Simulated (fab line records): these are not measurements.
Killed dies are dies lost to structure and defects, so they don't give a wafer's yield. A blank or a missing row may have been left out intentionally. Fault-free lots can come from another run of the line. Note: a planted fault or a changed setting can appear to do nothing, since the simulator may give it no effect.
Which tool is to blame? :: flow rit-cmos :: 7 lots, 21 wafers sampled, at 2 steps of a route of 202

== WHAT THE GAUGES READ, wafer by wafer ==
RIT_NRETRO_OVL_MEAS_06.
lot: L248
measured: day 2 16:01
on: overlay-01
NRETRO_OVL (nm): 0.9 0.8 0.6

lot: L251
measured: day 3 07:16
on: overlay-01
NRETRO_OVL (nm): -1.6 -1.3 -1.9

lot: L254
measured: day 3 20:55
on: overlay-02
NRETRO_OVL (nm): -2.1 -1.9 -3.5

lot: L256
measured: day 4 07:11
on: overlay-02
NRETRO_OVL (nm): 0.5 0.0 -0.5

lot: L262
measured: day 5 13:45
on: overlay-02
NRETRO_OVL (nm): -3.5 -2.4 -2.1

lot: L264
measured: day 5 22:53
on: overlay-01
NRETRO_OVL (nm): -178.6 -178.9 -178.7 -178.0 -178.5 -179.1

lot: L266
measured: day 6 09:35
on: overlay-02
NRETRO_OVL (nm): -1.7 -1.7 0.4

== TOOL THAT RAN EACH LOT (tool first, then ch and the chambers of the sampled wafers, then the start) ==
lot: L248
RIT_NRETRO_EXPOSE_03: iline-stepper-02 ch 0, day 2 15:31

lot: L251
RIT_NRETRO_EXPOSE_03: iline-stepper-02 ch 0, day 3 06:50

lot: L254
RIT_NRETRO_EXPOSE_03: iline-stepper-02 ch 0, day 3 20:29

lot: L256
RIT_NRETRO_EXPOSE_03: iline-stepper-01 ch 0, day 4 06:46

lot: L262
RIT_NRETRO_EXPOSE_03: iline-stepper-02 ch 0, day 5 13:20

lot: L264
RIT_NRETRO_EXPOSE_03: iline-stepper-01 ch 0, day 5 22:28

lot: L266
RIT_NRETRO_EXPOSE_03: iline-stepper-02 ch 0, day 6 09:11
- RIT_NRETRO_EXPOSE_03: exposes mask M4, target cd 43900 nm.

== THE ANSWER, worked out from the rows above alone ==
Rule: the usual values come from the lots themselves. The widest of any qualifying gaps counts: lots, ordered by their means at a reading, are off when they make up no more than a third of the lots, leave a main group of 4 or more, and stand apart from it by 3 or more times the standard deviation of that group's means. A main group is skipped when, at the precision printed for the reading in the tables above, its means are all equal. Also off: a lot with no number at a reading for which 4 or more lots have one. Any other lot the step has rows for is counted as sound.
Off: L264, seen at RIT_NRETRO_OVL_MEAS_06 (NRETRO_OVL). Main group: mean -1.2 nm, sd 1.2.
If a tool, at a process step before that reading, ran all the lots that are off and no sound lot after the first of them, it fits. Those tools and the gauges at RIT_NRETRO_OVL_MEAS_06 are tried in the same way. 2 tools fit, iline-stepper-01 at RIT_NRETRO_EXPOSE_03 and overlay-01 at RIT_NRETRO_OVL_MEAS_06, so this cannot tell which one it is.

== WHAT THE SIMULATOR PUT IN ==
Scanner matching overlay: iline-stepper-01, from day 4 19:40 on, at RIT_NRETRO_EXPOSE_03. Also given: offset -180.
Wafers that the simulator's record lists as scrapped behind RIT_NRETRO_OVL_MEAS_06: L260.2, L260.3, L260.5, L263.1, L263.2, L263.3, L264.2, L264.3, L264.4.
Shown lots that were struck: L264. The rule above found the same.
